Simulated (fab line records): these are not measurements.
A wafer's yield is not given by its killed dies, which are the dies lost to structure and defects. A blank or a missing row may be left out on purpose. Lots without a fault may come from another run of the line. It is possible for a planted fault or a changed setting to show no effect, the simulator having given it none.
Which tool is to blame? / flow berkeley_cmos170 / Sampling: 14 lots, 42 wafers, 3 of 331 route steps

== WHAT THE GAUGES READ, wafer by wafer ==
UCB170_PLDD_TW_MEAS_11.
lot=L637; measured=day 6 15:20; on=film_metro-03; PLDD_TW=992 985 993
lot=L634; measured=day 6 15:35; on=film_metro-02; PLDD_TW=1003 999 999
lot=L636; measured=day 6 15:53; on=film_metro-02; PLDD_TW=998 998 997
lot=L638; measured=day 7 13:39; on=film_metro-02; PLDD_TW=1001 1005 1000
lot=L643; measured=day 8 06:23; on=film_metro-04; PLDD_TW=1030 1023 1027
lot=L642; measured=day 8 06:37; on=film_metro-04; PLDD_TW=1023 1027 1025
lot=L641; measured=day 8 06:46; on=film_metro-02; PLDD_TW=1006 1007 1002
lot=L645; measured=day 9 04:20; on=film_metro-02; PLDD_TW=1003 1007 1002
lot=L644; measured=day 9 05:05; on=film_metro-03; PLDD_TW=998 1000 999
lot=L646; measured=day 9 05:11; on=film_metro-04; PLDD_TW=1014 1014 1013
lot=L647; measured=day 9 05:32; on=film_metro-03; PLDD_TW=994 1000 993
lot=L652; measured=day 9 17:43; on=film_metro-02; PLDD_TW=1003 1006 1002
lot=L656; measured=day 10 21:55; on=film_metro-03; PLDD_TW=1120 1118 1119
lot=L657; measured=day 11 10:12; on=film_metro-03; PLDD_TW=1131 1125 1123

UCB170_SDANNEAL_RS_MEAS_04: measurement is done with a four-point probe.
lot=L637; measured=day 7 03:10; on=film_metro-03; PLDD_RS (ohm/sq)=1033.4 1034.3 1037.5
lot=L634; measured=day 7 03:35; on=film_metro-04; PLDD_RS (ohm/sq)=1034.2 1032.7 1033.5
lot=L636; measured=day 7 03:40; on=film_metro-02; PLDD_RS (ohm/sq)=1036.9 1035.1 1037.4
lot=L638; measured=day 8 05:36; on=film_metro-02; PLDD_RS (ohm/sq)=1032.7 1034.4 1029.8
lot=L643; measured=day 8 18:00; on=film_metro-02; PLDD_RS (ohm/sq)=1028.0 1026.9 1029.5
lot=L642; measured=day 8 18:11; on=film_metro-04; PLDD_RS (ohm/sq)=1027.8 1026.4 1025.8
lot=L641; measured=day 8 17:42; on=film_metro-04; PLDD_RS (ohm/sq)=1029.4 1027.2 1030.9
lot=L645; measured=day 9 20:23; on=film_metro-02; PLDD_RS (ohm/sq)=1033.7 1031.1 1030.7
lot=L644; measured=day 9 19:52; on=film_metro-02; PLDD_RS (ohm/sq)=1033.7 1034.0 1030.5
lot=L646; measured=day 9 20:29; on=film_metro-04; PLDD_RS (ohm/sq)=1032.5 1032.1 1030.7
lot=L647; measured=day 9 20:01; on=film_metro-04; PLDD_RS (ohm/sq)=1030.7 1031.0 1030.0
lot=L652; measured=day 10 08:36; on=film_metro-04; PLDD_RS (ohm/sq)=1030.6 1027.6 1031.0
lot=L656; measured=day 11 11:05; on=film_metro-03; PLDD_RS (ohm/sq)=771.5 772.7 772.5
lot=L657; measured=day 11 21:46; on=film_metro-03; PLDD_RS (ohm/sq)=772.3 773.5 772.3

== TOOL THAT RAN EACH LOT (tool first, then ch and the chambers of the sampled wafers, then the start) ==
lot=L637; UCB170_PLDD_IMPLANT_09=implanter-01 ch 0, day 6 15:07
lot=L634; UCB170_PLDD_IMPLANT_09=implanter-04 ch 0, day 6 15:20
lot=L636; UCB170_PLDD_IMPLANT_09=implanter-01 ch 0, day 6 15:40
lot=L638; UCB170_PLDD_IMPLANT_09=implanter-03 ch 0, day 7 13:26
lot=L643; UCB170_PLDD_IMPLANT_09=implanter-01 ch 0, day 8 06:08
lot=L642; UCB170_PLDD_IMPLANT_09=implanter-04 ch 0, day 8 06:22
lot=L641; UCB170_PLDD_IMPLANT_09=implanter-03 ch 0, day 8 06:31
lot=L645; UCB170_PLDD_IMPLANT_09=implanter-03 ch 0, day 9 04:05
lot=L644; UCB170_PLDD_IMPLANT_09=implanter-03 ch 0, day 9 04:52
lot=L646; UCB170_PLDD_IMPLANT_09=implanter-04 ch 0, day 9 04:56
lot=L647; UCB170_PLDD_IMPLANT_09=implanter-01 ch 0, day 9 05:17
lot=L652; UCB170_PLDD_IMPLANT_09=implanter-03 ch 0, day 9 17:29
lot=L656; UCB170_PLDD_IMPLANT_09=implanter-03 ch 0, day 10 21:40
lot=L657; UCB170_PLDD_IMPLANT_09=implanter-03 ch 0, day 11 09:58
- UCB170_PLDD_IMPLANT_09

== AS READ BY THE TOOLS THEMSELVES (means over the sampled wafers that have a number; for cases with no such wafer, the mark the record gives instead) ==
UCB170_PLDD_IMPLANT_09.
lot=L637; tool=implanter-01; beam_on_s (s)=9.89; dose_ions_cm2=5e+13; faraday_current_uA=160.1
lot=L634; tool=implanter-04; beam_on_s (s)=10.05; dose_ions_cm2=5e+13; faraday_current_uA=157.7
lot=L636; tool=implanter-01; beam_on_s (s)=10.09; dose_ions_cm2=5e+13; faraday_current_uA=157.6
lot=L638; tool=implanter-03; beam_on_s (s)=10.12; dose_ions_cm2=5e+13; faraday_current_uA=156.7
lot=L643; tool=implanter-01; beam_on_s (s)=10.18; dose_ions_cm2=5e+13; faraday_current_uA=155.8
lot=L642; tool=implanter-04; beam_on_s (s)=10.03; dose_ions_cm2=5e+13; faraday_current_uA=158.0
lot=L641; tool=implanter-03; beam_on_s (s)=10.08; dose_ions_cm2=5e+13; faraday_current_uA=157.7
lot=L645; tool=implanter-03; beam_on_s (s)=9.83; dose_ions_cm2=5e+13; faraday_current_uA=160.9
lot=L644; tool=implanter-03; beam_on_s (s)=10.01; dose_ions_cm2=5e+13; faraday_current_uA=158.5
lot=L646; tool=implanter-04; beam_on_s (s)=9.98; dose_ions_cm2=5e+13; faraday_current_uA=158.6
lot=L647; tool=implanter-01; beam_on_s (s)=9.93; dose_ions_cm2=5e+13; faraday_current_uA=159.6
lot=L652; tool=implanter-03; beam_on_s (s)=9.98; dose_ions_cm2=5e+13; faraday_current_uA=159.1
lot=L656; tool=implanter-03; beam_on_s (s)=16.85; dose_ions_cm2=1e+14; faraday_current_uA=180.8
lot=L657; tool=implanter-03; beam_on_s (s)=16.63; dose_ions_cm2=1e+14; faraday_current_uA=182.9

== THE ANSWER, worked out from the rows above alone ==
Rule: the usual values come from the lots themselves. Put in order of their means at a reading, lots are off if they are a third of the lots or fewer, leave a main group of 4 or more, and stand apart from it by a gap of 3 or more times the standard deviation of the main group's means; of several such gaps the widest counts. Not used: any main group whose means are identical at the precision the tables above print for the reading. A lot without any number at a reading at which 4 lots or more have one is off too. All remaining lots with rows at the step are treated as sound. Order of review: gauges by route order, followed by the tools' own readings, for which a lot's mean as printed above is used. At the first step where some lot is off, the reading lying furthest off is the one used; lots without a number count as furthest.
Off: L656, L657, seen at UCB170_PLDD_TW_MEAS_11 (PLDD_TW). For the main group the mean is 1005 and the standard deviation 11.
If a tool, at a process step before that reading, ran all the lots that are off and no sound lot after the first of them, it fits. The gauges at UCB170_PLDD_TW_MEAS_11 aren't tried: what is off there is off at UCB170_PLDD_IMPLANT_09 too, on other tools, and a gauge's error can't cause that. One fits: UCB170_PLDD_IMPLANT_09 on implanter-03. Its last sound lot is L652 (day 9 17:29), its first lot that is off L656 (day 10 21:40): a fault that began between those two fits.
The tool's own readings at UCB170_PLDD_IMPLANT_09 bear it out: on the lots that are off they differ by more than 5 times the standard deviation of the sound lots' means. beam_on_s reads 16.74 s there against 10.01 s on the sound lots; dose_ions_cm2 reads 1e+14 there against 5e+13 on the sound lots; faraday_current_uA reads 181.9 there against 158.4 on the sound lots.

== WHAT THE SIMULATOR HAD PUT IN ==
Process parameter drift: implanter-03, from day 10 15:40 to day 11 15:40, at UCB170_PLDD_IMPLANT_09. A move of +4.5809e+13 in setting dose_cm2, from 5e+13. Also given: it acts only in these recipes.
Shown lots that were struck: L656, L657. The same result came from the rule above.
